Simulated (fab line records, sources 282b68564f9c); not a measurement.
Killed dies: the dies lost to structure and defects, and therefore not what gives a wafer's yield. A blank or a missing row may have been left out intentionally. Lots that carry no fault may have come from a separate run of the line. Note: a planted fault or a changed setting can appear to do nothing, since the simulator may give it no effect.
fab line records    flow ritCmos    part 2 of 2: steps 28 to 37 of 37
record lots=5  wafers=15  lastDay=6
route steps=202 shown GATE@85 REOX@98 NLDD@103 PLDD@114
lots that met no fault: taken from a fault-free run of the same line
startH: start of the lot's first displayed wafer, in hours after the record's first day    waitH: hours from the lot's prior step to this one    " repeats the value in the row above    L1.1+2: a single row standing in for several wafers    - no value present, or no start provided    * or withheld: withheld    < > ~ a bound
route shown NAME@n: NAME is a module with steps in the file, n the number in the route of the first one    usual: average and standard deviation across the fault-free wafers    same: alike in all rows    chamber/n: place in a boat    sites: readings site by site    _std_site: standard deviation across them    _edge_site: inner sites' mean taken away from outer sites' mean    radiusMm: how far each site lies from the wafer's centre    mask NAME#n: copy n    behind: the most recent tool/chamber to have shaped the wafer    hold: what put the lot on hold/how long, in hours/how the hold closed    device: which transistor (n, p or np) failed to switch    end of line: the route-end tests of the same wafers    where a step has no rows: the recipe by itself    killed: dies lost to structure and defects at the first sort, not the wafer's yield    map: a wafer's dies, marking killed ones x, the rest . and places with no die _
set.NAME: the run value of the setting; set.NAME@STEP: its run value at that earlier step    model.NAME: the simulator's own value behind a step, which no gauge read
certain route steps with their lots: each step a table, each wafer a row
services: from which hour (startH, from the record's first day; less than 0 if before it) a tool's chamber was out of use, for how many hours, and why
## steps
# step RIT_NLDD_STRIP_09
# recipe chemistry=O2  timeS=180  resist=NOVOLAK  platenTempC=withheld  powerW=500  pressureMtorr=4000  o2FlowSccm=4000
# usual drypumpMotorCurrentA=5.4/0.45
# same timeS=180
lot.wafer  tool            chamber  startH  waitH  drypumpMotorCurrentA  rfHoursCounterH
L076.1     plasmaAsher-03  0        78.71   0.1    5.7                   41
L076.2     "               1        "       "      4.7                   41
L076.3     "               0        "       "      5.7                   -
L078.3     plasmaAsher-04  0        85.40   0.1    5.5                   -
L078.4     "               1        "       "      4.9                   -
L078.5     "               1        "       "      4.9                   -
L084.1     plasmaAsher-04  0        114.13  0.1    5.6                   50
L084.2     "               1        "       "      4.9                   50
L084.6     "               0        "       "      5.6                   -
L088.2     plasmaAsher-03  0        126.74  0.1    5.7                   1
L088.4     "               1        "       "      4.7                   -
L088.6     "               0        "       "      5.7                   -
L091.2     plasmaAsher-04  1        136.90  0.1    4.9                   53
L091.3     "               0        "       "      5.5                   -
L091.4     "               1        "       "      4.9                   -
# step RIT_NLDD_TW_MEAS_10
# usual NLDD_TW=2502/27
lot.wafer  tool          chamber  startH  waitH  NLDD_TW
L076.1     filmMetro-02  -        78.88   0.1    2519
L076.2     "             -        "       "      2516
L076.3     "             -        "       "      2508
L078.3     filmMetro-03  -        85.54   0.1    2537
L078.4     "             -        "       "      2530
L078.5     "             -        "       "      2540
L084.1     filmMetro-02  -        114.31  0.1    2523
L084.2     "             -        "       "      2529
L084.6     "             -        "       "      2525
L088.2     filmMetro-02  -        126.92  0.1    2519
L088.4     "             -        "       "      2507
L088.6     "             -        "       "      2535
L091.2     filmMetro-03  -        137.09  0.1    2519
L091.3     "             -        "       "      2516
L091.4     "             -        "       "      2522
# step RIT_PLDD_HMDS_00
# recipe primeTimeS=60  primeTempC=140
# usual resistLineTempC=22.97/0.094
lot.wafer  tool           chamber  startH  waitH  resistLineTempC
L076.1     lithoTrack-04  0        79.09   0.2    22.94
L076.2     "              0        "       "      22.96
L076.3     "              0        "       "      22.88
L078.3     lithoTrack-01  0        85.63   0.1    22.82
L078.4     "              0        "       "      22.93
L078.5     "              0        "       "      23.08
L084.1     lithoTrack-02  0        114.37  0.1    22.98
L084.2     "              0        "       "      22.87
L084.6     "              0        "       "      22.88
L088.2     lithoTrack-02  0        127.00  0.1    22.85
L088.4     "              0        "       "      22.91
L088.6     "              0        "       "      22.94
L091.2     lithoTrack-01  0        137.16  0.1    22.78
L091.3     "              0        "       "      23.07
L091.4     "              0        "       "      22.91
# step RIT_PLDD_COAT_01
# recipe resist=NOVOLAK  spinRpm=3250  resistThkNm=1000
# usual resistLineTempC=23.01/0.11
lot.wafer  tool           chamber  startH  waitH  resistLineTempC
L076.1     lithoTrack-04  0        79.24   0.1    22.90
L076.2     "              0        "       "      22.98
L076.3     "              0        "       "      23.09
L078.3     lithoTrack-01  0        85.78   0.1    22.80
L078.4     "              0        "       "      22.86
L078.5     "              0        "       "      22.96
L084.1     lithoTrack-02  0        114.52  0.1    23.03
L084.2     "              0        "       "      22.95
L084.6     "              0        "       "      23.02
L088.2     lithoTrack-02  0        127.15  0.1    23.03
L088.4     "              0        "       "      23.14
L088.6     "              0        "       "      22.99
L091.2     lithoTrack-01  0        137.31  0.1    23.22
L091.3     "              0        "       "      23.27
L091.4     "              0        "       "      23.24
# step RIT_PLDD_SOFTBAKE_02
# recipe resist=NOVOLAK  tempC=90  timeS=60
# usual resistLineTempC=23.02/0.098
# same timeS=60
lot.wafer  tool           chamber  startH  waitH  resistLineTempC
L076.1     lithoTrack-04  0        79.39   0.1    23.01
L076.2     "              0        "       "      22.99
L076.3     "              0        "       "      23.03
L078.3     lithoTrack-01  0        85.93   0.1    23.09
L078.4     "              0        "       "      23.15
L078.5     "              0        "       "      22.96
L084.1     lithoTrack-02  0        114.67  0.1    22.94
L084.2     "              0        "       "      22.93
L084.6     "              0        "       "      23.01
L088.2     lithoTrack-02  0        127.30  0.1    23.03
L088.4     "              0        "       "      23.17
L088.6     "              0        "       "      23.09
L091.2     lithoTrack-01  0        137.46  0.1    22.87
L091.3     "              0        "       "      22.88
L091.4     "              0        "       "      22.93
# step RIT_PLDD_EXPOSE_03
# recipe maskId=M8  na=0.57  targetCdNm=40900  doseMj=250
# usual exposureDoseMJCm2=250.04/0.26
lot.wafer  tool             chamber  startH  waitH  mask  exposureDoseMJCm2
L076.1     ilineStepper-02  0        79.54   0.1    M8#0  250.14
L076.2     "                0        "       "      M8#0  250.21
L076.3     "                0        "       "      M8#0  250.05
L078.3     ilineStepper-02  0        86.19   0.2    M8#0  249.70
L078.4     "                0        "       "      M8#0  249.59
L078.5     "                0        "       "      M8#0  249.45
L084.1     ilineStepper-02  0        114.94  0.2    M8#0  250.30
L084.2     "                0        "       "      M8#0  250.09
L084.6     "                0        "       "      M8#0  249.87
L088.2     ilineStepper-01  0        127.57  0.2    M8#0  249.82
L088.4     "                0        "       "      M8#0  249.60
L088.6     "                0        "       "      M8#0  250.01
L091.2     ilineStepper-01  0        137.73  0.2    M8#0  250.11
L091.3     "                0        "       "      M8#0  249.95
L091.4     "                0        "       "      M8#0  250.09
# step RIT_PLDD_PEB_04
# recipe resist=NOVOLAK  tempC=withheld  timeS=withheld
# usual resistLineTempC=*
lot.wafer  tool           chamber  startH  waitH  resistLineTempC
L076.1     lithoTrack-02  0        79.66   0.1    *
L076.2     "              0        "       "      *
L076.3     "              0        "       "      *
L078.3     lithoTrack-02  0        86.32   0.1    *
L078.4     "              0        "       "      *
L078.5     "              0        "       "      *
L084.1     lithoTrack-04  0        115.06  0.1    *
L084.2     "              0        "       "      *
L084.6     "              0        "       "      *
L088.2     lithoTrack-04  0        127.69  0.1    *
L088.4     "              0        "       "      *
L088.6     "              0        "       "      *
L091.2     lithoTrack-02  0        138.02  0.3    *
L091.3     "              0        "       "      *
L091.4     "              0        "       "      *
# step RIT_PLDD_DEVELOP_05
# recipe resist=NOVOLAK  developTimeS=50  devTempC=23
# usual resistLineTempC=23.04/0.11
lot.wafer  tool           chamber  startH  waitH  resistLineTempC
L076.1     lithoTrack-02  0        -       -      23.09
L076.2     "              0        "       "      23.21
L076.3     "              0        "       "      23.07
L078.3     lithoTrack-02  0        -       -      22.96
L078.4     "              0        "       "      23.14
L078.5     "              0        "       "      23.12
L084.1     lithoTrack-04  0        -       -      23.06
L084.2     "              0        "       "      23.15
L084.6     "              0        "       "      23.08
L088.2     lithoTrack-04  0        -       -      23.07
L088.4     "              0        "       "      23.17
L088.6     "              0        "       "      23.11
L091.2     lithoTrack-02  0        -       -      23.07
L091.3     "              0        "       "      22.99
L091.4     "              0        "       "      22.85
# step RIT_PLDD_OVL_MEAS_06
# usual PLDD_OVL=0.8/1.4
lot.wafer  tool        chamber  startH  waitH  PLDD_OVL[nm]
L076.1     overlay-01  -        79.94   -      1.9
L076.2     "           -        "       "      2.5
L076.3     "           -        "       "      1.3
L078.3     overlay-01  -        86.56   -      -0.2
L078.4     "           -        "       "      -1.5
L078.5     "           -        "       "      1.3
L084.1     overlay-02  -        115.34  -      -0.2
L084.2     "           -        "       "      0.7
L084.6     "           -        "       "      0.8
L088.2     overlay-01  -        127.96  -      0.3
L088.4     "           -        "       "      -1.9
L088.6     "           -        "       "      -1.2
L091.2     overlay-01  -        138.28  -      -0.7
L091.3     "           -        "       "      0.8
L091.4     "           -        "       "      -1.0
# step RIT_PLDD_HARDBAKE_07
# recipe resist=NOVOLAK  tempC=140  timeS=60
# usual resistLineTempC=22.99/0.094
# same timeS=60
lot.wafer  tool           chamber  startH  waitH  resistLineTempC
L076.1     lithoTrack-04  0        79.98   0.0    23.01
L076.2     "              0        "       "      22.98
L076.3     "              0        "       "      22.93
L078.3     lithoTrack-04  0        86.64   0.1    22.96
L078.4     "              0        "       "      23.04
L078.5     "              0        "       "      22.98
L084.1     lithoTrack-01  0        115.50  0.1    23.08
L084.2     "              0        "       "      22.92
L084.6     "              0        "       "      22.94
L088.2     lithoTrack-01  0        128.14  0.2    23.18
L088.4     "              0        "       "      23.10
L088.6     "              0        "       "      23.06
L091.2     lithoTrack-02  0        138.34  0.0    22.93
L091.3     "              0        "       "      22.87
L091.4     "              0        "       "      22.96
## services
tool             chamber  startH  hours  kind
ilineStepper-01  0        48.18   -      calibration
rieSi-02         1        48.87   6.1    repair
rieSi-02         -        51.93   14.6   pm
plasmaAsher-01   -        52.31   4.0    repair
implanter-04     -        52.47   4.5    repair
furnace-03       -        54.34   3.5    pm
rieSi-01         -        58.00   0.2    repair
ilineStepper-01  -        61.82   1.3    repair
plasmaAsher-01   -        64.14   1.0    repair
ilineStepper-02  0        65.64   -      calibration
furnace-01       -        75.16   19.3   repair
ilineStepper-01  -        84.52   4.3    pm
implanter-01     -        86.81   2.6    repair
rieSi-02         0        87.19   -      clean
ilineStepper-02  -        91.78   1.7    pm
furnace-01       -        94.50   2.9    pm
wetBench-03      -        95.28   17.3   repair
furnace-03       -        98.00   2.9    pm
plasmaAsher-01   -        98.66   2.8    pm
furnace-03       -        99.99   10.3   repair
plasmaAsher-03   -        108.88  9.0    pm
implanter-04     -        110.13  3.1    pm
implanter-02     -        119.67  2.7    repair
implanter-04     -        124.92  17.4   pm
